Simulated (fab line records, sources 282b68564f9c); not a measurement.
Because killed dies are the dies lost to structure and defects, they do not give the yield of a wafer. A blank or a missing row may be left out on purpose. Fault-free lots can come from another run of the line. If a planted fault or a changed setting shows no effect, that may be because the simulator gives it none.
fab line records :: flow rit-cmos
record:
  lots: 7
  wafers: 21
  last-day: 7
route steps=202 shown PWELL@49 WELLDRIVE@50 NWELL@51 NRETRO@53 PRETRO@64 M1@202
lots that met no fault: taken from a fault-free run of the same line
start-h: hours from the record's opening day to when the first of the lot's shown wafers began :: wait-h: hours elapsed since this lot's preceding step :: " identical to the entry in the row above :: L1.1+2: one row covering several wafers at once :: - value missing, or start not given :: * or withheld: withheld :: < > ~ a bound
route shown NAME@n: a module of which the file shows steps, and the number in the route of the first :: usual: mean and standard deviation over wafers with no fault :: same: alike in all rows :: chamber/n: place in a boat :: sites: per-site readings :: _std_site: the standard deviation of these :: _edge_site: the outer-site mean with the inner-site mean subtracted :: radius-mm: how far each site lies from the wafer's centre :: mask NAME#n: copy n :: behind: the last tool/chamber to shape the wafer :: hold: why the lot was held/for how many hours/how that ended :: device: the n, p or np transistor that did not switch :: end of line: at the end of the route, the tests of the same wafers :: a step given without rows: its recipe and nothing more :: killed: at the first sort, the dies lost to defects and structure; wafer yield is something else :: map: dies across one wafer; x = killed, . = not, _ = none there
set.NAME: the setting the step ran with; set.NAME@STEP: the setting that earlier step ran with :: model.NAME: the simulator's own value behind a step, which no gauge read
lots at selected steps of the route; one table per step, one row per wafer
services: the hour from which a tool's chamber was out of use, counted from the record's first day as start-h (under 0 if before that day), plus the number of hours and why
== steps ==
step: RIT_PWELL_TW_MEAS_10
usual:
  PWELL_TW: 944/12
lot.wafer: L307.3
tool: film-metro-04
chamber: -
start-h: 39.34
wait-h: 0.1
PWELL_TW: 930

lot.wafer: L307.4
tool: film-metro-04
chamber: -
start-h: 39.34
wait-h: 0.1
PWELL_TW: 933

lot.wafer: L307.6
tool: film-metro-04
chamber: -
start-h: 39.34
wait-h: 0.1
PWELL_TW: 933

lot.wafer: L308.1
tool: film-metro-03
chamber: -
start-h: 43.98
wait-h: 0.1
PWELL_TW: 953

lot.wafer: L308.2
tool: film-metro-03
chamber: -
start-h: 43.98
wait-h: 0.1
PWELL_TW: 955

lot.wafer: L308.6
tool: film-metro-03
chamber: -
start-h: 43.98
wait-h: 0.1
PWELL_TW: 955

lot.wafer: L310.1
tool: film-metro-03
chamber: -
start-h: 53.26
wait-h: 0.1
PWELL_TW: 958

lot.wafer: L310.4
tool: film-metro-03
chamber: -
start-h: 53.26
wait-h: 0.1
PWELL_TW: 956

lot.wafer: L310.5
tool: film-metro-03
chamber: -
start-h: 53.26
wait-h: 0.1
PWELL_TW: 960

lot.wafer: L313.3
tool: film-metro-04
chamber: -
start-h: 67.50
wait-h: 0.1
PWELL_TW: 929

lot.wafer: L313.4
tool: film-metro-04
chamber: -
start-h: 67.50
wait-h: 0.1
PWELL_TW: 934

lot.wafer: L313.5
tool: film-metro-04
chamber: -
start-h: 67.50
wait-h: 0.1
PWELL_TW: 931

lot.wafer: L317.1
tool: film-metro-04
chamber: -
start-h: 87.37
wait-h: 0.1
PWELL_TW: 933

lot.wafer: L317.4
tool: film-metro-04
chamber: -
start-h: 87.37
wait-h: 0.1
PWELL_TW: 938

lot.wafer: L317.5
tool: film-metro-04
chamber: -
start-h: 87.37
wait-h: 0.1
PWELL_TW: 934

lot.wafer: L320.1
tool: film-metro-03
chamber: -
start-h: 102.44
wait-h: 0.1
PWELL_TW: 949

lot.wafer: L320.2
tool: film-metro-03
chamber: -
start-h: 102.44
wait-h: 0.1
PWELL_TW: 951

lot.wafer: L320.5
tool: film-metro-03
chamber: -
start-h: 102.44
wait-h: 0.1
PWELL_TW: 952

lot.wafer: L327.3
tool: film-metro-03
chamber: -
start-h: 137.45
wait-h: 0.1
PWELL_TW: 954

lot.wafer: L327.5
tool: film-metro-03
chamber: -
start-h: 137.45
wait-h: 0.1
PWELL_TW: 954

lot.wafer: L327.6
tool: film-metro-03
chamber: -
start-h: 137.45
wait-h: 0.1
PWELL_TW: 955
step: RIT_WELLDRIVE_ANNEAL_00
recipe:
  temp-c: 1100
  time-s: 14700
  ambient: N2
step: RIT_WELLDRIVE_RS_MEAS_01
recipe:
  thk-meas-gauge: four-point-probe
usual:
  NWELL_RS: 275.4/0.9
lot.wafer: L307.3
tool: film-metro-04
chamber: -
start-h: 44.50
wait-h: 0.0
NWELL_RS[ohm/sq]: 275.8

lot.wafer: L307.4
tool: film-metro-04
chamber: -
start-h: 44.50
wait-h: 0.0
NWELL_RS[ohm/sq]: 276.1

lot.wafer: L307.6
tool: film-metro-04
chamber: -
start-h: 44.50
wait-h: 0.0
NWELL_RS[ohm/sq]: 276.4

lot.wafer: L308.1
tool: film-metro-02
chamber: -
start-h: 49.36
wait-h: 0.0
NWELL_RS[ohm/sq]: 276.0

lot.wafer: L308.2
tool: film-metro-02
chamber: -
start-h: 49.36
wait-h: 0.0
NWELL_RS[ohm/sq]: 275.6

lot.wafer: L308.6
tool: film-metro-02
chamber: -
start-h: 49.36
wait-h: 0.0
NWELL_RS[ohm/sq]: 276.0

lot.wafer: L310.1
tool: film-metro-03
chamber: -
start-h: 59.77
wait-h: 0.0
NWELL_RS[ohm/sq]: 274.0

lot.wafer: L310.4
tool: film-metro-03
chamber: -
start-h: 59.77
wait-h: 0.0
NWELL_RS[ohm/sq]: 274.0

lot.wafer: L310.5
tool: film-metro-03
chamber: -
start-h: 59.77
wait-h: 0.0
NWELL_RS[ohm/sq]: 274.7

lot.wafer: L313.3
tool: film-metro-03
chamber: -
start-h: 73.20
wait-h: 0.0
NWELL_RS[ohm/sq]: 276.0

lot.wafer: L313.4
tool: film-metro-03
chamber: -
start-h: 73.20
wait-h: 0.0
NWELL_RS[ohm/sq]: 274.0

lot.wafer: L313.5
tool: film-metro-03
chamber: -
start-h: 73.20
wait-h: 0.0
NWELL_RS[ohm/sq]: 274.5

lot.wafer: L317.1
tool: film-metro-02
chamber: -
start-h: 92.52
wait-h: 0.0
NWELL_RS[ohm/sq]: 275.4

lot.wafer: L317.4
tool: film-metro-02
chamber: -
start-h: 92.52
wait-h: 0.0
NWELL_RS[ohm/sq]: 275.0

lot.wafer: L317.5
tool: film-metro-02
chamber: -
start-h: 92.52
wait-h: 0.0
NWELL_RS[ohm/sq]: 275.2

lot.wafer: L320.1
tool: film-metro-03
chamber: -
start-h: 107.69
wait-h: 0.0
NWELL_RS[ohm/sq]: 274.1

lot.wafer: L320.2
tool: film-metro-03
chamber: -
start-h: 107.69
wait-h: 0.0
NWELL_RS[ohm/sq]: 275.2

lot.wafer: L320.5
tool: film-metro-03
chamber: -
start-h: 107.69
wait-h: 0.0
NWELL_RS[ohm/sq]: 275.4

lot.wafer: L327.3
tool: film-metro-04
chamber: -
start-h: 143.36
wait-h: 0.0
NWELL_RS[ohm/sq]: 276.3

lot.wafer: L327.5
tool: film-metro-04
chamber: -
start-h: 143.36
wait-h: 0.0
NWELL_RS[ohm/sq]: 274.8

lot.wafer: L327.6
tool: film-metro-04
chamber: -
start-h: 143.36
wait-h: 0.0
NWELL_RS[ohm/sq]: 275.6
step: RIT_WELLDRIVE_RS_MEAS_02
recipe:
  thk-meas-gauge: four-point-probe
usual:
  PWELL_RS: 429.2/1.7
lot.wafer: L307.3
tool: film-metro-04
chamber: -
start-h: 44.62
wait-h: 0.1
PWELL_RS[ohm/sq]: 431.6

lot.wafer: L307.4
tool: film-metro-04
chamber: -
start-h: 44.62
wait-h: 0.1
PWELL_RS[ohm/sq]: 430.7

lot.wafer: L307.6
tool: film-metro-04
chamber: -
start-h: 44.62
wait-h: 0.1
PWELL_RS[ohm/sq]: 431.3

lot.wafer: L308.1
tool: film-metro-02
chamber: -
start-h: 49.48
wait-h: 0.1
PWELL_RS[ohm/sq]: 430.0

lot.wafer: L308.2
tool: film-metro-02
chamber: -
start-h: 49.48
wait-h: 0.1
PWELL_RS[ohm/sq]: 432.6

lot.wafer: L308.6
tool: film-metro-02
chamber: -
start-h: 49.48
wait-h: 0.1
PWELL_RS[ohm/sq]: 430.5

lot.wafer: L310.1
tool: film-metro-03
chamber: -
start-h: 59.89
wait-h: 0.1
PWELL_RS[ohm/sq]: 426.5

lot.wafer: L310.4
tool: film-metro-03
chamber: -
start-h: 59.89
wait-h: 0.1
PWELL_RS[ohm/sq]: 428.7

lot.wafer: L310.5
tool: film-metro-03
chamber: -
start-h: 59.89
wait-h: 0.1
PWELL_RS[ohm/sq]: 427.7

lot.wafer: L313.3
tool: film-metro-03
chamber: -
start-h: 73.32
wait-h: 0.1
PWELL_RS[ohm/sq]: 430.4

lot.wafer: L313.4
tool: film-metro-03
chamber: -
start-h: 73.32
wait-h: 0.1
PWELL_RS[ohm/sq]: 429.4

lot.wafer: L313.5
tool: film-metro-03
chamber: -
start-h: 73.32
wait-h: 0.1
PWELL_RS[ohm/sq]: 431.8

lot.wafer: L317.1
tool: film-metro-02
chamber: -
start-h: 92.64
wait-h: 0.1
PWELL_RS[ohm/sq]: 427.5

lot.wafer: L317.4
tool: film-metro-02
chamber: -
start-h: 92.64
wait-h: 0.1
PWELL_RS[ohm/sq]: 427.4

lot.wafer: L317.5
tool: film-metro-02
chamber: -
start-h: 92.64
wait-h: 0.1
PWELL_RS[ohm/sq]: 427.5

lot.wafer: L320.1
tool: film-metro-03
chamber: -
start-h: 107.81
wait-h: 0.1
PWELL_RS[ohm/sq]: 428.3

lot.wafer: L320.2
tool: film-metro-03
chamber: -
start-h: 107.81
wait-h: 0.1
PWELL_RS[ohm/sq]: 428.9

lot.wafer: L320.5
tool: film-metro-03
chamber: -
start-h: 107.81
wait-h: 0.1
PWELL_RS[ohm/sq]: 430.8

lot.wafer: L327.3
tool: film-metro-04
chamber: -
start-h: 143.48
wait-h: 0.1
PWELL_RS[ohm/sq]: 428.7

lot.wafer: L327.5
tool: film-metro-04
chamber: -
start-h: 143.48
wait-h: 0.1
PWELL_RS[ohm/sq]: 429.6

lot.wafer: L327.6
tool: film-metro-04
chamber: -
start-h: 143.48
wait-h: 0.1
PWELL_RS[ohm/sq]: 429.4
step: RIT_NRETRO_HMDS_00
recipe:
  prime-time-s: 60
  prime-temp-c: 140
step: RIT_NRETRO_COAT_01
recipe:
  resist: NOVOLAK
  spin-rpm: 2000
  resist-thk-nm: 1300
step: RIT_NRETRO_SOFTBAKE_02
recipe:
  resist: NOVOLAK
  temp-c: 90
  time-s: 60
step: RIT_NRETRO_EXPOSE_03
recipe:
  mask-id: M4
  na: 0.57
  target-cd-nm: 43900
  dose-mj: 250
step: RIT_NRETRO_PEB_04
recipe:
  resist: NOVOLAK
  temp-c: withheld
  time-s: withheld
step: RIT_NRETRO_DEVELOP_05
recipe:
  resist: NOVOLAK
  develop-time-s: 68
  dev-temp-c: 23
step: RIT_NRETRO_OVL_MEAS_06
usual:
  NRETRO_OVL: -0.9/1.1
lot.wafer: L307.3
tool: overlay-01
chamber: -
start-h: 45.72
wait-h: -
NRETRO_OVL[nm]: -3.4

lot.wafer: L307.4
tool: overlay-01
chamber: -
start-h: 45.72
wait-h: -
NRETRO_OVL[nm]: -1.5

lot.wafer: L307.6
tool: overlay-01
chamber: -
start-h: 45.72
wait-h: -
NRETRO_OVL[nm]: -2.4

lot.wafer: L308.1
tool: overlay-01
chamber: -
start-h: 50.66
wait-h: -
NRETRO_OVL[nm]: -0.8

lot.wafer: L308.2
tool: overlay-01
chamber: -
start-h: 50.66
wait-h: -
NRETRO_OVL[nm]: -2.6

lot.wafer: L308.6
tool: overlay-01
chamber: -
start-h: 50.66
wait-h: -
NRETRO_OVL[nm]: -1.2

lot.wafer: L310.1
tool: overlay-02
chamber: -
start-h: 61.00
wait-h: -
NRETRO_OVL[nm]: -1.3

lot.wafer: L310.4
tool: overlay-02
chamber: -
start-h: 61.00
wait-h: -
NRETRO_OVL[nm]: 1.2

lot.wafer: L310.5
tool: overlay-02
chamber: -
start-h: 61.00
wait-h: -
NRETRO_OVL[nm]: 0.4

lot.wafer: L313.3
tool: overlay-01
chamber: -
start-h: 74.29
wait-h: -
NRETRO_OVL[nm]: -1.2

lot.wafer: L313.4
tool: overlay-01
chamber: -
start-h: 74.29
wait-h: -
NRETRO_OVL[nm]: 0.8

lot.wafer: L313.5
tool: overlay-01
chamber: -
start-h: 74.29
wait-h: -
NRETRO_OVL[nm]: -0.3

lot.wafer: L317.1
tool: overlay-02
chamber: -
start-h: 93.76
wait-h: -
NRETRO_OVL[nm]: 0.8

lot.wafer: L317.4
tool: overlay-02
chamber: -
start-h: 93.76
wait-h: -
NRETRO_OVL[nm]: -1.0

lot.wafer: L317.5
tool: overlay-02
chamber: -
start-h: 93.76
wait-h: -
NRETRO_OVL[nm]: -0.5

lot.wafer: L320.1
tool: overlay-01
chamber: -
start-h: 108.81
wait-h: -
NRETRO_OVL[nm]: -1.5

lot.wafer: L320.2
tool: overlay-01
chamber: -
start-h: 108.81
wait-h: -
NRETRO_OVL[nm]: -1.5

lot.wafer: L320.5
tool: overlay-01
chamber: -
start-h: 108.81
wait-h: -
NRETRO_OVL[nm]: 0.1

lot.wafer: L327.3
tool: overlay-01
chamber: -
start-h: 144.45
wait-h: -
NRETRO_OVL[nm]: -0.5

lot.wafer: L327.5
tool: overlay-01
chamber: -
start-h: 144.45
wait-h: -
NRETRO_OVL[nm]: -0.9

lot.wafer: L327.6
tool: overlay-01
chamber: -
start-h: 144.45
wait-h: -
NRETRO_OVL[nm]: 0.2
step: RIT_NRETRO_HARDBAKE_07
recipe:
  resist: NOVOLAK
  temp-c: 140
  time-s: 120
step: RIT_NRETRO_IMPLANT_08
recipe:
  species: P
  energy-kev: 70
  dose-cm2: 1e+13
  tilt-deg: 7
lot.wafer: L307.3+4+6
tool: implanter-02
chamber: 0
start-h: 46.04
wait-h: 0.2

lot.wafer: L307.3+4+6
tool: implanter-02
chamber: 0
start-h: 46.36
wait-h: 0.3

lot.wafer: L308.1+2+6
tool: implanter-03
chamber: 0
start-h: 50.95
wait-h: 0.2

lot.wafer: L310.1+4+5
tool: implanter-03
chamber: 0
start-h: 61.29
wait-h: 0.2

lot.wafer: L310.1+4+5
tool: implanter-03
chamber: 0
start-h: 61.60
wait-h: 0.3

lot.wafer: L313.3+4+5
tool: implanter-02
chamber: 0
start-h: 74.62
wait-h: 0.2

lot.wafer: L313.3+4+5
tool: implanter-02
chamber: 0
start-h: 74.93
wait-h: 0.3

lot.wafer: L317.1+4+5
tool: implanter-03
chamber: 0
start-h: 94.05
wait-h: 0.2

lot.wafer: L320.1+2+5
tool: implanter-04
chamber: 0
start-h: 109.10
wait-h: 0.2

lot.wafer: L327.3+5+6
tool: implanter-02
chamber: 0
start-h: 144.77
wait-h: 0.2
step: RIT_NRETRO_STRIP_09
recipe:
  chemistry: O2
  time-s: 180
  resist: NOVOLAK
  platen-temp-c: withheld
  power-w: 500
  pressure-mtorr: 4000
  o2-flow-sccm: 4000
usual:
  drypump-motor-current-A: 6.2/0.39
lot.wafer: L307.3
tool: plasma-asher-02
chamber: 1
start-h: 46.52
wait-h: 0.1
drypump-motor-current-A: 6.3
rf-hours-counter-h: -

lot.wafer: L307.4
tool: plasma-asher-02
chamber: 0
start-h: 46.52
wait-h: 0.1
drypump-motor-current-A: 6.4
rf-hours-counter-h: -

lot.wafer: L307.6
tool: plasma-asher-02
chamber: 0
start-h: 46.52
wait-h: 0.1
drypump-motor-current-A: 6.4
rf-hours-counter-h: -

lot.wafer: L308.1
tool: plasma-asher-01
chamber: 1
start-h: 51.10
wait-h: 0.1
drypump-motor-current-A: 5.5
rf-hours-counter-h: 41

lot.wafer: L308.2
tool: plasma-asher-01
chamber: 0
start-h: 51.10
wait-h: 0.1
drypump-motor-current-A: 5.5
rf-hours-counter-h: 41

lot.wafer: L308.6
tool: plasma-asher-01
chamber: 0
start-h: 51.10
wait-h: 0.1
drypump-motor-current-A: 5.4
rf-hours-counter-h: -

lot.wafer: L310.1
tool: plasma-asher-01
chamber: 0
start-h: 61.75
wait-h: 0.1
drypump-motor-current-A: 5.5
rf-hours-counter-h: 43

lot.wafer: L310.4
tool: plasma-asher-01
chamber: 1
start-h: 61.75
wait-h: 0.1
drypump-motor-current-A: 5.5
rf-hours-counter-h: -

lot.wafer: L310.5
tool: plasma-asher-01
chamber: 1
start-h: 61.75
wait-h: 0.1
drypump-motor-current-A: 5.5
rf-hours-counter-h: -

lot.wafer: L313.3
tool: plasma-asher-04
chamber: 1
start-h: 75.09
wait-h: 0.1
drypump-motor-current-A: 6.2
rf-hours-counter-h: -

lot.wafer: L313.4
tool: plasma-asher-04
chamber: 0
start-h: 75.09
wait-h: 0.1
drypump-motor-current-A: 6.6
rf-hours-counter-h: -

lot.wafer: L313.5
tool: plasma-asher-04
chamber: 0
start-h: 75.09
wait-h: 0.1
drypump-motor-current-A: 6.5
rf-hours-counter-h: -

lot.wafer: L317.1
tool: plasma-asher-02
chamber: 0
start-h: 94.20
wait-h: 0.1
drypump-motor-current-A: 6.4
rf-hours-counter-h: 43

lot.wafer: L317.4
tool: plasma-asher-02
chamber: 1
start-h: 94.20
wait-h: 0.1
drypump-motor-current-A: 6.3
rf-hours-counter-h: -

lot.wafer: L317.5
tool: plasma-asher-02
chamber: 0
start-h: 94.20
wait-h: 0.1
drypump-motor-current-A: 6.3
rf-hours-counter-h: -

lot.wafer: L320.1
tool: plasma-asher-02
chamber: 1
start-h: 109.25
wait-h: 0.1
drypump-motor-current-A: 6.3
rf-hours-counter-h: 45

lot.wafer: L320.2
tool: plasma-asher-02
chamber: 0
start-h: 109.25
wait-h: 0.1
drypump-motor-current-A: 6.4
rf-hours-counter-h: 45

lot.wafer: L320.5
tool: plasma-asher-02
chamber: 0
start-h: 109.25
wait-h: 0.1
drypump-motor-current-A: 6.4
rf-hours-counter-h: -

lot.wafer: L327.3
tool: plasma-asher-04
chamber: 1
start-h: 144.93
wait-h: 0.1
drypump-motor-current-A: 6.1
rf-hours-counter-h: -

lot.wafer: L327.5
tool: plasma-asher-04
chamber: 0
start-h: 144.93
wait-h: 0.1
drypump-motor-current-A: 6.6
rf-hours-counter-h: -

lot.wafer: L327.6
tool: plasma-asher-04
chamber: 1
start-h: 144.93
wait-h: 0.1
drypump-motor-current-A: 6.2
rf-hours-counter-h: -
step: RIT_NRETRO_TW_MEAS_10
usual:
  NRETRO_TW: 1054/8.6
lot.wafer: L307.3
tool: film-metro-02
chamber: -
start-h: 46.65
wait-h: 0.1
NRETRO_TW: 1335

lot.wafer: L307.4
tool: film-metro-02
chamber: -
start-h: 46.65
wait-h: 0.1
NRETRO_TW: 1324

lot.wafer: L307.6
tool: film-metro-02
chamber: -
start-h: 46.65
wait-h: 0.1
NRETRO_TW: 1326

lot.wafer: L308.1
tool: film-metro-03
chamber: -
start-h: 51.27
wait-h: 0.1
NRETRO_TW: 1062

lot.wafer: L308.2
tool: film-metro-03
chamber: -
start-h: 51.27
wait-h: 0.1
NRETRO_TW: 1059

lot.wafer: L308.6
tool: film-metro-03
chamber: -
start-h: 51.27
wait-h: 0.1
NRETRO_TW: 1055

lot.wafer: L310.1
tool: film-metro-02
chamber: -
start-h: 61.93
wait-h: 0.1
NRETRO_TW: 1322

lot.wafer: L310.4
tool: film-metro-02
chamber: -
start-h: 61.93
wait-h: 0.1
NRETRO_TW: 1324

lot.wafer: L310.5
tool: film-metro-02
chamber: -
start-h: 61.93
wait-h: 0.1
NRETRO_TW: 1316

lot.wafer: L313.3
tool: film-metro-01
chamber: -
start-h: 75.23
wait-h: 0.1
NRETRO_TW: 1298

lot.wafer: L313.4
tool: film-metro-01
chamber: -
start-h: 75.23
wait-h: 0.1
NRETRO_TW: 1304

lot.wafer: L313.5
tool: film-metro-01
chamber: -
start-h: 75.23
wait-h: 0.1
NRETRO_TW: 1297

lot.wafer: L317.1
tool: film-metro-01
chamber: -
start-h: 94.37
wait-h: 0.1
NRETRO_TW: 1040

lot.wafer: L317.4
tool: film-metro-01
chamber: -
start-h: 94.37
wait-h: 0.1
NRETRO_TW: 1046

lot.wafer: L317.5
tool: film-metro-01
chamber: -
start-h: 94.37
wait-h: 0.1
NRETRO_TW: 1043

lot.wafer: L320.1
tool: film-metro-03
chamber: -
start-h: 109.42
wait-h: 0.1
NRETRO_TW: 1059

lot.wafer: L320.2
tool: film-metro-03
chamber: -
start-h: 109.42
wait-h: 0.1
NRETRO_TW: 1051

lot.wafer: L320.5
tool: film-metro-03
chamber: -
start-h: 109.42
wait-h: 0.1
NRETRO_TW: 1055

lot.wafer: L327.3
tool: film-metro-01
chamber: -
start-h: 145.07
wait-h: 0.1
NRETRO_TW: 1041

lot.wafer: L327.5
tool: film-metro-01
chamber: -
start-h: 145.07
wait-h: 0.1
NRETRO_TW: 1040

lot.wafer: L327.6
tool: film-metro-01
chamber: -
start-h: 145.07
wait-h: 0.1
NRETRO_TW: 1044
step: RIT_PRETRO_HMDS_00
recipe:
  prime-time-s: 60
  prime-temp-c: 140
step: RIT_M1_PROBE_99
usual:
  killed-at-front-end: 7/3.2
  killed-dies: 7/3.2
  killed-on-rim: 1.7/1.3
  killed-open: 3.2/2.1
  killed-short: 3.5/2.2
same:
  gross-dies: 264
  killed_at_M0_to_M3: 0
  killed_at_M4_up: 0
  killed-at-back-side: 0
  killed-at-contacts: 0
  killed-at-other: 0
lot.wafer: L307.3
tool: prober-01
chamber: -
start-h: 74.36
wait-h: 0.2
killed-at-front-end: 3
killed-dies: 3
killed-on-rim: 0
killed-open: 0
killed-short: 3

lot.wafer: L307.4
tool: prober-01
chamber: -
start-h: 74.41
wait-h: 0.2
killed-at-front-end: 5
killed-dies: 5
killed-on-rim: 0
killed-open: 2
killed-short: 3

lot.wafer: L307.6
tool: prober-01
chamber: -
start-h: 74.51
wait-h: 0.2
killed-at-front-end: 7
killed-dies: 7
killed-on-rim: 2
killed-open: 3
killed-short: 4

lot.wafer: L310.1
tool: prober-02
chamber: -
start-h: 93.18
wait-h: 0.1
killed-at-front-end: 2
killed-dies: 2
killed-on-rim: 0
killed-open: 2
killed-short: 0

lot.wafer: L310.4
tool: prober-02
chamber: -
start-h: 93.33
wait-h: 0.2
killed-at-front-end: 3
killed-dies: 3
killed-on-rim: 0
killed-open: 2
killed-short: 1

lot.wafer: L310.5
tool: prober-02
chamber: -
start-h: 93.38
wait-h: 0.2
killed-at-front-end: 3
killed-dies: 3
killed-on-rim: 0
killed-open: 3
killed-short: 0

lot.wafer: L313.3
tool: prober-01
chamber: -
start-h: 104.13
wait-h: 0.2
killed-at-front-end: 7
killed-dies: 7
killed-on-rim: 2
killed-open: 2
killed-short: 5

lot.wafer: L313.4
tool: prober-01
chamber: -
start-h: 104.18
wait-h: 0.2
killed-at-front-end: 5
killed-dies: 5
killed-on-rim: 2
killed-open: 2
killed-short: 3

lot.wafer: L313.5
tool: prober-01
chamber: -
start-h: 104.23
wait-h: 0.2
killed-at-front-end: 2
killed-dies: 2
killed-on-rim: 1
killed-open: 0
killed-short: 2

lot.wafer: L327.3
tool: prober-01
chamber: -
start-h: 173.70
wait-h: 0.2
killed-at-front-end: 8
killed-dies: 8
killed-on-rim: 3
killed-open: 5
killed-short: 3

lot.wafer: L327.5
tool: prober-01
chamber: -
start-h: 173.80
wait-h: 0.2
killed-at-front-end: 2
killed-dies: 2
killed-on-rim: 1
killed-open: 0
killed-short: 2

lot.wafer: L327.6
tool: prober-01
chamber: -
start-h: 173.85
wait-h: 0.2
killed-at-front-end: 4
killed-dies: 4
killed-on-rim: 1
killed-open: 1
killed-short: 3
killed by level:class
L307.3 FOX1:geometric-particle:short=1 REOX:geometric-particle:short=1 SILICIDE:geometric-particle:short=1
L307.4 GATE:geometric-particle:open=2 SILICIDE:geometric-particle:short=2 FOX2:geometric-particle:short=1
L307.6 SPACER:geometric-particle:short=3 ACTIVE:geometric-particle:open=1 FOX1:geometric-particle:open=1 GATE:geometric-particle:short=1 GATE:geometric-particle:open=1
L310.1 GATE:geometric-particle:open=1 SILICIDE:geometric-particle:open=1
L310.4 GATE:geometric-particle:open=2 GATE:geometric-particle:short=1
L310.5 GATE:geometric-particle:open=2 FOX1:geometric-particle:open=1
L313.3 FOX1:geometric-particle:short=2 SPACER:geometric-particle:short=2 GATE:geometric-particle:short=1 REOX:geometric-particle:open=1 SILICIDE:geometric-particle:open=1
L313.4 FOX2:geometric-particle:short=1 GATE:geometric-particle:open=1 REOX:geometric-particle:short=1 SPACER:geometric-particle:open=1 SPACER:geometric-particle:short=1
L313.5 ACTIVE:geometric-particle:short=1 GATE:geometric-particle:short=1
L327.3 GATE:geometric-particle:short=2 REOX:geometric-particle:open=2 SPACER:geometric-particle:open=2 GATE:geometric-particle:open=1 SILICIDE:geometric-particle:short=1
L327.5 GATE:geometric-particle:short=2
L327.6 GATE:geometric-particle:short=2 GATE:geometric-particle:open=1 REOX:geometric-particle:short=1
== services ==
tool: plasma-asher-01
chamber: -
start-h: 106.44
hours: 15.6
kind: pm

tool: plasma-asher-04
chamber: -
start-h: 108.75
hours: 9.0
kind: pm

tool: plasma-asher-04
chamber: 0
start-h: 108.75
hours: 9.0
kind: vent-cycle

tool: plasma-asher-04
chamber: 1
start-h: 108.75
hours: 9.0
kind: vent-cycle

tool: plasma-asher-04
chamber: 0
start-h: 117.75
hours: -
kind: clean

tool: plasma-asher-04
chamber: 1
start-h: 117.75
hours: -
kind: clean

tool: plasma-asher-01
chamber: -
start-h: 131.99
hours: 10.1
kind: repair
== key ==
first-sign:
  step: RIT_NRETRO_IMPLANT_08
  reading: visit
  direction: added
effect:
  step: RIT_NRETRO_TW_MEAS_10
  reading: NRETRO_TW
  direction: up
  sigmas: 31
  usual: 1054
  struck: 1316
met-at RIT_NRETRO_IMPLANT_08
struck-wafers L307.3,L307.4,L307.6,L310.1,L310.4,L310.5,L313.3,L313.4,L313.5
tester-left-out L307,L310,L313
fault:
  kind: repeated-step-whole
  tool: implanter-02,implanter-03,implanter-04
  chamber: -
  onset-h: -
  steps: RIT_NRETRO_IMPLANT_08
  times: 1
  scope: struck-lots-only
tester-left-out: of these lots the tester's yield and bins aren't shown, on N5 and GAA mostly nor the transistor test; their killed dies are dies lost to structure and defects alone, not to doping, threshold or leakage, so they don't give the yield
